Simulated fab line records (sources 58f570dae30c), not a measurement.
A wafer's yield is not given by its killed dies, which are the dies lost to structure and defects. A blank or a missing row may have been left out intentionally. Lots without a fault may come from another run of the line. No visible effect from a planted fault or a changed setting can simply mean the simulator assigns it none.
Matching of chambers    flow berkeley cmos170    rie si-02 running UCB170_GATE_ETCH_15: 4 sister chambers
The step etches poly-Si in HBr/Cl2, stops on SiO2, time 54.56 s, target depth 278.2 nm. 4 wafers are shown with their chamber, then 9 later ones without.

## WAFERS PAIRED WITH THEIR CHAMBERS
wafer   chamber  drypump motor current A (A)
L436.1  1        5.5
L436.5  2        6.2
L437.2  0        5.7
L437.6  3        6.0

## WAFERS WHOSE CHAMBER IS MISSING
wafer   drypump motor current A (A)
L444.1  5.9
L444.5  5.7
L444.6  5.5
L446.4  5.7
L446.5  5.5
L446.6  5.7
L447.1  6.0
L447.2  5.5
L447.5  6.0

## THE CHAMBER EACH PASSED THROUGH
wafer   from the rows above  in truth
L444.1  3                    3
L444.5  0                    0
L444.6  1                    1
L446.4  0                    0
L446.5  1                    1
L446.6  0                    0
L447.1  3                    3
L447.2  1                    1
L447.5  3                    3
9 of 9 placed correctly. Can't be placed from these rows: 0. 0 placed wrongly.
How it was worked out, from the rows above alone: a wafer's distance from a chamber is the root of the sum, over the readings, of the square of ((its reading less the chamber's mean) divided by the reading's scatter). If the next closest chamber is less than 2 further off than the closest, the wafer can't be placed; otherwise it belongs to the closest. The mean given for a chamber averages the wafers shown for that chamber. The scatter: with one shown wafer a chamber, the root of the mean of the squares of how far each hidden wafer lies from its nearest shown one.
